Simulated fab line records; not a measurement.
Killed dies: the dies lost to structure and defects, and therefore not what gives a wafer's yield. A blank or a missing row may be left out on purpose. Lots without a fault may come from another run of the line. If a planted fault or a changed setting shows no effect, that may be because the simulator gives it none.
A lot that was struck, set against a sound lot -- flow rit_cmos -- 17 out of 202 route steps
Sound: wafers L145.1, L145.5, L145.6. Wafers L153.1, L153.4, L153.6 were the ones struck. At the end, the cause is stated.
Each step with rows lists, per side, the tool, then ch with its chambers, then its first start. Under that, the readings that differ: sound wafers -- struck wafers -- difference of the means -- sigmas: that difference in standard deviations of wafers without a fault.
alike: same words and numbers on both sides, and readings whose means sit less than 2 such deviations apart. not compared: any withheld reading, any reading some wafer has no value for, any bound like >300 that may hide the same value, and any number with overlapping values for which the record gives no deviation.
The two part at a step that has a row with sigmas, a row that says differs or no value, or rows on one side only. Numbers that have no deviation but don't overlap get no sigmas and don't part them. Lack of a reading on every wafer of one side parts them only where that side has two or more wafers.

RIT_NWELL_TW_MEAS_10:
  sound on film_metro-04 at day 3 01:36; struck on film_metro-03 at day 4 16:28
  alike: NWELL_TW
then, 6 steps without rows for these wafers: RIT_PWELL_HMDS_00 (prime time 60 s); RIT_PWELL_COAT_01 (resist thk 1300 nm); RIT_PWELL_SOFTBAKE_02 (time 60 s); RIT_PWELL_EXPOSE_03 (exposes mask M3, target cd 43700 nm); RIT_PWELL_PEB_04; RIT_PWELL_DEVELOP_05 (develop time 68 s).
RIT_PWELL_OVL_MEAS_06:
  sound on overlay-02 at day 3 02:40; struck on overlay-01 at day 4 17:26
  alike: PWELL_OVL
then, 2 steps without rows for these wafers: RIT_PWELL_HARDBAKE_07 (time 120 s); RIT_PWELL_IMPLANT_08.
RIT_PWELL_STRIP_09: strips in O2, time 180 s.
  sound on plasma_asher-01 ch 0,1, day 3 03:07; struck on plasma_asher-03 ch 0,1, day 4 17:53
  alike: drypump_motor_current_A
  not compared: rf_hours_counter_h
RIT_PWELL_TW_MEAS_10:
  sound on film_metro-03 at day 3 03:17; struck on film_metro-01 at day 4 18:03
  alike: PWELL_TW
RIT_WELLDRIVE_ANNEAL_00: time 14700 s.
  sound on furnace-03 ch 0, day 3 03:20; struck on furnace-01 ch 0, day 4 18:07
reading,sound,struck,difference,sigmas
run_length_s (s),18273 18273 18273,9458 9458 9458,-8815,-99 or more
RIT_WELLDRIVE_RS_MEAS_01: a four-point-probe measurement.
  sound on film_metro-01 at day 3 08:26; struck on film_metro-01 at day 4 23:11
reading,sound,struck,difference,sigmas
NWELL_RS (ohm/sq),276.1 276.3 275.8,321.4 321.5 323.4,+46.0,+56
RIT_WELLDRIVE_RS_MEAS_02: a four-point-probe measurement.
  sound on film_metro-01 at day 3 08:33; struck on film_metro-01 at day 4 23:19
reading,sound,struck,difference,sigmas
PWELL_RS (ohm/sq),428.4 428.9 429.5,472.2 471.7 471.6,+42.9,+39
then, 1 step without rows for these wafers: RIT_NRETRO_HMDS_00 (prime time 60 s).
RIT_M1_PROBE_99:
  sound on prober-02 at day 4 15:34; struck on prober-02 at day 6 06:31
reading,sound,struck,difference,sigmas
model.etest.pmos_0p3.r_on_ohm_um,5970 6152 6096,6620 6613 6630,+548,
model.etest.pmos_turned.r_on_ohm_um,3180 3280 3271,3682 3742 3683,+459,
model.etest.pmos_0p15.r_on_ohm_um,2595 2680 2662,2954 3011 2917,+315,
model.etest.nwell_pinched.rs_ohm_sq,334.3 338 338.1,419.9 435.8 432.6,+92.6,
model.etest.pwell_pinched.rs_ohm_sq,455.4 460.6 473.4,489.8 500.3 497.9,+32.9,
model.etest.pwell.rs_ohm_sq,416.6 421.2 423.5,448.4 446.6 449.6,+27.8,
model.etest.nmos_0p3.r_on_ohm_um,2066 2100 2106,2115 2148 2146,+46,
model.etest.pmos_0p15.drive_ua_um,271.2 266 272.6,231.9 228.3 235.5,-38.0,
  alike: killed_at_front_end, killed_dies, killed_open, killed_short

WHERE THEY PART
Earliest at RIT_WELLDRIVE_ANNEAL_00; latest, in this record, at RIT_WELLDRIVE_RS_MEAS_02. Later steps at which nothing parts them and some readings are alike: RIT_M1_PROBE_99.

WHY: whatever the simulator had introduced
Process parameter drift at RIT_WELLDRIVE_ANNEAL_00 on furnace-01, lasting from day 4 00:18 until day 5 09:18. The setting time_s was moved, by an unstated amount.
